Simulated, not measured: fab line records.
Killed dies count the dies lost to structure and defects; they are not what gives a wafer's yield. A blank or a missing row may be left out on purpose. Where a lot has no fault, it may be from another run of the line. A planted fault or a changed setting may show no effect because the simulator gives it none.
Problem report in the 8D (eight disciplines) form, filled by code	flow ritCmos	the parts of the form that need people (team, actions taken, sign-off) are left out

1. THE ISSUE
Mean CONTACT_TEOS_THK at RIT_CONTACT_THK_MEAS_01: 543 nm over 3 wafers in 2 lots; fault-free wafers: 403 nm, standard deviation 6.3. That puts it +22 standard deviations away from the usual mean.
First seen on wafer L830.3, day 5 21:26, on filmMetro-04. The record has a number at this step for 42 wafers belonging to 14 lots. By rule, "out" or "out of limits" means more than 4 standard deviations away from the usual mean. The rest of the wafers with a number are treated as sound.

2. WHAT IT IS, AND WHAT IT ISN'T
question	is	is not
which readings at this step	CONTACT_TEOS_THK	-
which lots	L830, L833	L818, L820, L822, L823, L824, L825, L826, L827, L828, L837, L840, L841
which wafers of those lots	L830.3, L833.1, L833.4	L830.1, L830.2, L833.2
read on which gauges	filmMetro-04	filmMetro-01, filmMetro-02
when	from day 5 21:26	up to then (29 sound wafers); but 10 sound wafers of L833, L837, L840, L841 came after

3. WHAT RULES OUT EACH SUSPECT
Counting: any tool at a process step up to the reading remains a suspect provided it ran every lot that is out. Sound lots after the first of them don't rule it out here, since some wafers of a struck lot are sound.
- the gauge at RIT_CONTACT_THK_MEAS_01: ruled out. All the wafers that are out were read on filmMetro-04, but those of them that RIT_M1_PROBE_99 has rows for are out there too, on other tools.
- pecvd-02 at RIT_CONTACT_CVD_00 (deposits SiO2 from TEOS, target thk 400 nm, time 61 s): kept. It processed each lot that is out (first: L830, day 5 21:23); up to then, its last sound lot is L827 (day 5 09:58).
- At RIT_CONTACT_CVD_00, inside pecvd-02: chamber 0 took the wafers that are out, while their sound lot-mates went through chambers 1, 2.
The count leaves pecvd-02 at RIT_CONTACT_CVD_00.

4. THE CAUSE (what the simulator had put in)
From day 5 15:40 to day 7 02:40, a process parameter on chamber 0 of pecvd-02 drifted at RIT_CONTACT_CVD_00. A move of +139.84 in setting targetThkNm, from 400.
This tool alone remained once counting was done.

5. THE EFFECT CHAIN, in route order
One row per reading whose mean, taken over the struck wafers that have a number, lies over 3 standard deviations from the usual. Scope: only readings with a usual standard deviation given in the record; hours: median across lots of the time from each lot's start at the first step in this table that gives one to its start at this step; sigmas: change in usual standard deviations.
hours	step	reading	usual	on struck wafers	change	sigmas
0	RIT_CONTACT_THK_MEAS_01	CONTACT_TEOS_THK	403 nm	543	+140	+22
7	RIT_M1_PROBE_99	killedAtContacts	0.1	256.3	+256.2	+99 or more
7	RIT_M1_PROBE_99	killedDies	7.2	264.0	+256.8	+89
7	RIT_M1_PROBE_99	killedOnRim	2.1	70.0	+67.9	+49
Its process steps:
- RIT_M1_PROBE_99

6. WHAT WOULD HAVE CAUGHT IT SOONER
6 hours passed between the start of the fault at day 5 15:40 and the first reading out of limits at a measuring or inspecting step in this record, taken at day 5 21:26.
Tool readings at RIT_CONTACT_CVD_00 with a usual standard deviation given in the record: none out on any struck wafer, hence no alarm at a limit of 4 standard deviations on them.
Among the 2 lots that are out, L833 began RIT_CONTACT_CVD_00 on pecvd-02 after day 5 21:26. Had the tool been put on hold then, it would have been spared.
